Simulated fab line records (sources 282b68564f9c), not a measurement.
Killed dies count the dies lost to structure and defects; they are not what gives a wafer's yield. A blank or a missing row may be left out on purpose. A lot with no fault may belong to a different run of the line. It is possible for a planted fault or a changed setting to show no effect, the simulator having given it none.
Comparing a struck lot with a sound one + flow ritCmos + 15 steps out of a route of 202
Sound: these wafers, L788.3, L788.5, L788.6. Wafers L804.1, L804.3, L804.5 were the ones struck. At the end, the cause is stated.
For every step that has rows: the tool of each side, followed by ch and its chambers, followed by its first start. Under that, the readings that differ: sound wafers + struck wafers + difference of the means + sigmas: that difference in standard deviations of wafers without a fault.
alike: readings whose means differ by less than 2 such deviations, and words and numbers that are the same on both sides. not compared: withheld readings, readings that some wafer has no value for, bounds like >300 that may hide the same value, and numbers for which the record gives no deviation and whose values overlap.
A row with sigmas, a row that says differs or no value, or rows on one side alone: a step with any of these is where the two part. Numbers that have no deviation but don't overlap get no sigmas and don't part them. A reading missing from all wafers of one side parts the sides only when that side holds two or more wafers.

RIT_GATE_THK_MEAS_07:
  sound on filmMetro-01, day 2 20:01; struck on filmMetro-03, day 6 06:12
  alike: GATE_OXIDE_THK
then, 1 step without rows for these wafers: RIT_GATE_CVD_08 (deposits poly-Si from SiH4, target thk 250 nm, time 2220 s).
RIT_GATE_THK_MEAS_09:
  sound on filmMetro-03, day 2 22:31; struck on filmMetro-03, day 6 07:53
  alike: GATE_POLY_THK
then, 6 steps without rows for these wafers: RIT_GATE_HMDS_10 (prime time 60 s); RIT_GATE_COAT_11 (resist thk 850 nm); RIT_GATE_SOFTBAKE_12 (time 60 s); RIT_GATE_EXPOSE_13 (exposes mask M6, target cd 150 nm); RIT_GATE_PEB_14; RIT_GATE_DEVELOP_15 (develop time 50 s).
RIT_GATE_CD_MEAS_16: the cd target is 150 nm.
  sound on cdSem-01, day 2 23:28; struck on cdSem-01, day 6 08:55
  alike: cdNm
RIT_GATE_OVL_MEAS_17:
  sound on overlay-02, day 2 23:34; struck on overlay-02, day 6 09:02
  alike: GATE_OVL
then, 1 step without rows for these wafers: RIT_GATE_HARDBAKE_18 (time 60 s).
RIT_GATE_ETCH_19: etches poly-Si in SF6/CHF3/O2, stops on SiO2, time 165 s, target depth 312.5 nm.
  sound on rieSi-01 ch 0,2,3, day 2 23:44; struck on rieSi-01 ch 1,2,3, day 6 09:13
  no value came back on the struck wafers for any of 5 readings (CHF3_flow_sccm (sccm), O2_flow_sccm (sccm) and others); on the sound wafers CHF3_flow_sccm (sccm) reads 29.95 29.82 30.06
| reading                                  | sound             | struck            | difference | sigmas |
|------------------------------------------|-------------------|-------------------|------------|--------|
| model.NOVOLAK_of_GATE_COAT_11.thkNm (nm) | 677.5 674.7 676.7 | 757.1 754.1 754.5 | +78.9      |        |
  not compared: rfHoursCounterH, model.SiO2_of_FOX2_OXIDATION_00.thkNm
RIT_GATE_STRIP_20: strips in O2, time 180 s.
  sound on plasmaAsher-04 ch 0,1, day 2 23:54; struck on plasmaAsher-04 ch 0,1, day 6 09:20
  alike: drypumpMotorCurrentA
  not compared: rfHoursCounterH
RIT_GATE_CD_MEAS_90: the cd target is 150 nm.
  sound on cdSem-02, day 3 00:04; struck on cdSem-02, day 6 09:30
| reading   | sound             | struck | difference                    | sigmas |
|-----------|-------------------|--------|-------------------------------|--------|
| cdNm (nm) | 154.6 155.9 152.0 | - - -  | no value on the struck wafers |        |

## WHERE THEY PART
At RIT_GATE_ETCH_19 first; at RIT_GATE_CD_MEAS_90 last (within this record only).

WHY: whatever the simulator had introduced
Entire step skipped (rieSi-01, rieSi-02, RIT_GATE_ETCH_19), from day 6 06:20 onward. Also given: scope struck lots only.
